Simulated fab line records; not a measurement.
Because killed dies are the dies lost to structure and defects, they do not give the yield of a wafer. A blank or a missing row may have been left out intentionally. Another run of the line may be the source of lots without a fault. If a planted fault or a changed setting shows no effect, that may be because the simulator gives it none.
Struck lot and sound lot, side by side / flow rit_cmos / 17 steps out of a route of 202
Sound: these wafers, L175.3, L175.5, L175.6. Wafers L177.3, L177.4, L177.6 were the ones struck. At the end, the cause is stated.
Order at every step that has rows: each side's tool, ch and its chambers, its first start. Under that, the readings that differ: sound wafers / struck wafers / difference of the means / sigmas: that difference in standard deviations of wafers without a fault.
alike: words and numbers the same on both sides, and readings whose means are apart by under 2 such deviations; not compared: readings that were withheld, readings missing a value for some wafer, numbers with overlapping values and no deviation given by the record, and bounds like >300 which may hide the same value.
The two part at a step that has a row with sigmas, a row that says differs or no value, or rows on one side only. Numbers that have no deviation but don't overlap get no sigmas and don't part them. Lack of a reading on every wafer of one side parts them only where that side has two or more wafers.

RIT_PWELL_TW_MEAS_10:
  sound on film_metro-01 at day 3 10:05; struck on film_metro-04 at day 3 20:07
  alike: PWELL_TW
then, 1 step without rows for these wafers: RIT_WELLDRIVE_ANNEAL_00 (time 14700 s).
RIT_WELLDRIVE_RS_MEAS_01: a four-point-probe measurement.
  sound on film_metro-04 at day 3 15:35; struck on film_metro-04 at day 4 01:17
  alike: NWELL_RS
RIT_WELLDRIVE_RS_MEAS_02: a four-point-probe measurement.
  sound on film_metro-04 at day 3 15:42; struck on film_metro-04 at day 4 01:25
  alike: PWELL_RS
then, 6 steps without rows for these wafers: RIT_NRETRO_HMDS_00 (prime time 60 s); RIT_NRETRO_COAT_01 (resist thk 1288 nm); RIT_NRETRO_SOFTBAKE_02 (time 60 s); RIT_NRETRO_EXPOSE_03 (exposes mask M4, target cd 43900 nm); RIT_NRETRO_PEB_04; RIT_NRETRO_DEVELOP_05 (develop time 68 s).
RIT_NRETRO_OVL_MEAS_06:
  sound on overlay-02 at day 3 16:41; struck on overlay-01 at day 4 02:30
  alike: NRETRO_OVL
then, 1 step without rows for these wafers: RIT_NRETRO_HARDBAKE_07 (time 120 s).
RIT_NRETRO_IMPLANT_08:
  sound on implanter-04 ch 0, day 3 17:00; struck on implanter-04 ch 0, day 4 02:50
reading=beam_energy_keV; sound=69.966 69.977 69.990; struck=85.388 85.391 85.375; difference=+15.407; sigmas=+99 or more
reading=model.implant.rp_nm (nm); sound=86.77 86.77 86.77; struck=103.2 103.2 103.2; difference=+16.4; sigmas=
reading=model.implant.drp_nm (nm); sound=33.94 33.94 33.94; struck=39.99 39.99 39.99; difference=+6.05; sigmas=
  alike: end_station_pressure_torr
RIT_NRETRO_STRIP_09: strips in O2, time 180 s.
  sound on plasma_asher-01 ch 0,1, day 3 17:10; struck on plasma_asher-01 ch 0,1, day 4 02:59
  alike: drypump_motor_current_A, o2_flow_sccm, rf_refl_power_W
  not compared: rf_hours_counter_h
RIT_NRETRO_TW_MEAS_10:
  sound on film_metro-02 at day 3 17:18; struck on film_metro-01 at day 4 03:07
reading=NRETRO_TW; sound=1060 1056 1058; struck=1109 1105 1107; difference=+49; sigmas=+7
then, 1 step without rows for these wafers: RIT_PRETRO_HMDS_00 (prime time 60 s).
RIT_M1_PROBE_99:
  sound on prober-01 at day 4 22:14; struck on prober-01 at day 5 06:02
reading=model.etest.pmos_narrow.off_log10_a_um; sound=-12.74 -12.76 -12.66; struck=-12.49 -12.57 -12.6; difference=+0.17; sigmas=
reading=model.etest.diode_pplus_nwell.bv_v (V); sound=6.576 6.576 6.565; struck=6.49 6.434 6.471; difference=-0.11; sigmas=
reading=model.etest.cap_p_gate.c_min_ff_um2; sound=2.317 2.316 2.321; struck=2.26 2.257 2.245; difference=-0.06; sigmas=
reading=model.etest.diode_pplus_nwell.cj_ff_um2; sound=1.717 1.718 1.732; struck=1.742 1.744 1.741; difference=+0.020; sigmas=
reading=model.etest.diode_pplus_comb.cj_ff_um2; sound=2.011 2.023 2.028; struck=2.039 2.063 2.047; difference=+0.029; sigmas=
reading=model.etest.pmos_0p15.vt_long_v (V); sound=-0.5781 -0.5729 -0.5729; struck=-0.5523 -0.5557 -0.5571; difference=+0.0196; sigmas=
  alike: killed_at_contacts, killed_at_front_end, killed_dies, killed_open, killed_short
  not compared: model.etest.pmos_0p3.drive_ua_um, model.etest.pmos_0p3.off_log10_a_um

## WHERE THEY PART
At RIT_NRETRO_IMPLANT_08 first; at RIT_NRETRO_TW_MEAS_10 last (within this record only). Later steps at which nothing parts them and some readings are alike: RIT_M1_PROBE_99.

WHY: what the simulator had put in
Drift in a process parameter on implanter-04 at RIT_NRETRO_IMPLANT_08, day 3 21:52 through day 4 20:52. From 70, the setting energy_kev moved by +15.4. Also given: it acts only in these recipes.
